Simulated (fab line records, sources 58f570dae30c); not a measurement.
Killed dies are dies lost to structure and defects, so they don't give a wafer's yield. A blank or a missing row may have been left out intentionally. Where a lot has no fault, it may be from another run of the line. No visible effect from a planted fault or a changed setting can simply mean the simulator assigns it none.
A lot that was struck, set against a sound lot + flow berkeleyCmos170 + 26 steps out of a route of 331
Sound: wafers L687.1, L687.3, L687.6. Wafers L685.3, L685.4, L685.6 were the ones struck. The cause comes at the end.
For every step that has rows: the tool of each side, followed by ch and its chambers, followed by its first start. Under that, the readings that differ: sound wafers + struck wafers + difference of the means + sigmas: that difference in standard deviations of wafers without a fault.
alike: words and numbers the same on both sides, and readings whose means are apart by under 2 such deviations; not compared: readings that were withheld, readings missing a value for some wafer, numbers with overlapping values and no deviation given by the record, and bounds like >300 which may hide the same value.
The two part at a step that has a row with sigmas, a row that says differs or no value, or rows on one side only. Numbers that have no deviation but don't overlap get no sigmas and don't part them. Lack of a reading on every wafer of one side parts them only where that side has two or more wafers.

first, 2 steps without rows for these wafers: UCB170_SCREENOX_WET_ETCH_00 (etches SiO2 in dHF, time 200 s); UCB170_SCREENOX_OXIDATION_01 (target thk 14.4 nm, ox time 2400 s).
UCB170_SCREENOX_THK_MEAS_02:
  sound on filmMetro-01 at day 10 09:49; struck on filmMetro-03 at day 9 19:18
| reading                 | sound             | struck            | difference | sigmas |
|-------------------------|-------------------|-------------------|------------|--------|
| SCREENOX_OXIDE_THK (nm) | 13.79 14.04 13.95 | 14.32 14.57 14.47 | +0.53      | +2     |
then, 7 steps without rows for these wafers: UCB170_SCREENOX_ANNEAL_03 (time 900 s); UCB170_NVT_HMDS_00 (prime time 60 s); UCB170_NVT_COAT_01 (resist thk 900 nm); UCB170_NVT_SOFTBAKE_02 (time 60 s); UCB170_NVT_EXPOSE_03 (exposes mask PWELL, target cd 3000 nm); UCB170_NVT_PEB_04; UCB170_NVT_DEVELOP_05 (develop time 45 s).
UCB170_NVT_OVL_MEAS_06:
  sound on overlay-02 at day 10 18:49; struck on overlay-02 at day 10 04:55
  alike: NVT_OVL
after that, 1 step had no rows for these wafers: UCB170_NVT_IMPLANT_07.
UCB170_NVT_STRIP_08: strips in O2.
  sound on plasmaAsher-03 ch 0,1, day 10 19:00; struck on plasmaAsher-03 ch 0,1, day 10 05:08
  no value came back on the struck wafers for chamberPressureMTorr (mTorr), drypumpMotorCurrentA (A), oesProductAu (a.u.), stripTimeToEndpointS (s); on the sound wafers chamberPressureMTorr (mTorr) reads 3495 3499 3502
| reading                             | sound | struck            | difference | sigmas |
|-------------------------------------|-------|-------------------|------------|--------|
| model.KrF_of_NVT_COAT_01.thkNm (nm) | 0 0 0 | 883.4 884.6 885.7 | +884.6     |        |
  not compared: rfHoursCounterH
UCB170_NVT_TW_MEAS_09:
  sound on filmMetro-02 at day 10 19:06; struck on filmMetro-04 at day 10 05:13
  alike: NVT_TW
then, 7 steps without rows for these wafers: UCB170_NVT_CLEAN_10 (cleans in SPM, time 600 s); UCB170_PVT_HMDS_00 (prime time 60 s); UCB170_PVT_COAT_01 (resist thk 900 nm); UCB170_PVT_SOFTBAKE_02 (time 60 s); UCB170_PVT_EXPOSE_03 (exposes mask NWELL, target cd 3000 nm); UCB170_PVT_PEB_04; UCB170_PVT_DEVELOP_05 (develop time 45 s).
UCB170_PVT_OVL_MEAS_06:
  sound on overlay-01 at day 10 21:37; struck on overlay-01 at day 10 09:42
  alike: PVT_OVL
after that, 1 step had no rows for these wafers: UCB170_PVT_IMPLANT_07.
UCB170_PVT_STRIP_08: strips in O2.
  sound on plasmaAsher-03 ch 0,1, day 10 21:47; struck on plasmaAsher-04 ch 0,1, day 10 09:55
| reading                  | sound             | struck            | difference | sigmas      |
|--------------------------|-------------------|-------------------|------------|-------------|
| stripTimeToEndpointS (s) | 21.61 21.57 21.63 | 47.77 47.80 47.85 | +26.20     | +99 or more |
  alike: chamberPressureMTorr, drypumpMotorCurrentA, oesProductAu
  not compared: rfHoursCounterH
UCB170_PVT_TW_MEAS_09:
  sound on filmMetro-01 at day 10 21:53; struck on filmMetro-04 at day 10 09:59
| reading | sound       | struck   | difference | sigmas      |
|---------|-------------|----------|------------|-------------|
| PVT_TW  | 504 503 504 | 30 30 30 | -474       | -99 or more |
then, 1 step without rows for these wafers: UCB170_GATE_WET_ETCH_00 (etches SiO2 in dHF, time 200 s).

## WHERE THEY PART
At UCB170_SCREENOX_THK_MEAS_02 first; at UCB170_PVT_TW_MEAS_09 last (within this record only).

WHY: whatever the simulator had introduced
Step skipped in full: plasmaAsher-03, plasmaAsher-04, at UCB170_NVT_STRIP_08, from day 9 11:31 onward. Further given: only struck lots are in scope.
